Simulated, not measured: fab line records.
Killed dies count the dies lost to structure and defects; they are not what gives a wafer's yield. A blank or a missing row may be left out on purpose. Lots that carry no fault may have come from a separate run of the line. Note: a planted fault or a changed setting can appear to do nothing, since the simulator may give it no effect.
Comparing a struck lot with a sound one -- flow berkeley-cmos170 -- 14 out of 331 route steps
Sound: these wafers, L139.1, L139.2, L139.3. The struck wafers were L147.1, L147.2, L147.4. The cause is given at the end.
Each step with rows lists, per side, the tool, then ch with its chambers, then its first start. Under that, the readings that differ: sound wafers -- struck wafers -- difference of the means -- sigmas: that difference in standard deviations of wafers without a fault.
alike: a reading whose means differ by less than 2 such deviations, as well as words and numbers matching on both sides. not compared: withheld readings; readings where some wafer has no value; bounds like >300 that might hide an equal value; numbers whose values overlap and for which the record gives no deviation.
Wherever a step has rows on one side only, a row that says differs or no value, or a row with sigmas, the two part there. Numbers that don't overlap but have no deviation are shown without sigmas and don't part them. A reading missing from all wafers of one side parts the sides only when that side holds two or more wafers.

UCB170_SDANNEAL_RTA_01: time 5 s.
  sound on rtp-anneal-01 ch 0, day 8 17:49; struck on rtp-anneal-01 ch 0, day 10 17:03
  alike: lamp-power-pct, wafer_temp_C_max
UCB170_SDANNEAL_RS_MEAS_02: a four-point-probe measurement.
  sound: film-metro-01 at day 8 17:52; struck: film-metro-02 at day 10 17:07
  alike: PSD_RS
UCB170_SDANNEAL_RS_MEAS_03: a four-point-probe measurement.
  sound: film-metro-01 at day 8 17:59; struck: film-metro-02 at day 10 17:14
  alike: NSD_RS
UCB170_SDANNEAL_RS_MEAS_04: a four-point-probe measurement.
  sound: film-metro-01 at day 8 18:07; struck: film-metro-02 at day 10 17:21
  alike: PLDD_RS
UCB170_SDANNEAL_RS_MEAS_05: a four-point-probe measurement.
  sound: film-metro-01 at day 8 18:14; struck: film-metro-02 at day 10 17:28
  alike: NLDD_RS
then, 1 step without rows for these wafers: UCB170_SILICIDE_PRE_CLEAN_00 (preclean etch time 60 s).
UCB170_SILICIDE_SPUTTER_01: material Ti, target thk 30 nm, time 25 s.
  sound: pvd-sputter-02 at day 8 18:25; struck: pvd-sputter-01 at day 10 17:40
  alike: throttle-valve-pct
UCB170_SILICIDE_RS_MEAS_02: a four-point-probe measurement.
  sound: film-metro-02 at day 8 18:27; struck: film-metro-04 at day 10 17:41
  alike: SILICIDE_TI_RS
UCB170_SILICIDE_THK_MEAS_03: measures by xrf.
  sound: film-metro-02 at day 8 18:34; struck: film-metro-04 at day 10 17:49
  alike: SILICIDE_TI_THK
UCB170_SILICIDE_RTA_04: time 15 s.
  sound on rtp-anneal-01 ch 0, day 8 18:38; struck on rtp-anneal-01 ch 0, day 10 17:52
  alike: lamp-power-pct, wafer_temp_C_max
then, 2 steps without rows for these wafers: UCB170_SILICIDE_WET_ETCH_05 (etches Ti in SPM, time 45 s); UCB170_CONTACT_CLEAN_00 (cleans in SPM, time 600 s).
UCB170_CONTACT_CVD_01: deposits PSG from SiH4/O2/PH3, target thk 700 nm, time 2820 s.
  sound on lpcvd-02 ch 0, day 8 19:13; struck on lpcvd-02 ch 1, day 10 18:08
  no value came back on the struck wafers for o2-flow-sccm (sccm), ph3-flow-sccm (sccm), pressure-mtorr (mTorr), spike-tc-load-C (C); on the sound wafers o2-flow-sccm (sccm) reads 90.11 89.87 89.85
UCB170_M3_PROBE_99:
  the record has rows for the sound wafers here (prober-01, day 9 18:10) and none for the struck ones

== WHERE THEY PART ==
First at UCB170_CONTACT_CVD_01; last, within this record, at UCB170_M3_PROBE_99.

WHY: what the simulator had put in
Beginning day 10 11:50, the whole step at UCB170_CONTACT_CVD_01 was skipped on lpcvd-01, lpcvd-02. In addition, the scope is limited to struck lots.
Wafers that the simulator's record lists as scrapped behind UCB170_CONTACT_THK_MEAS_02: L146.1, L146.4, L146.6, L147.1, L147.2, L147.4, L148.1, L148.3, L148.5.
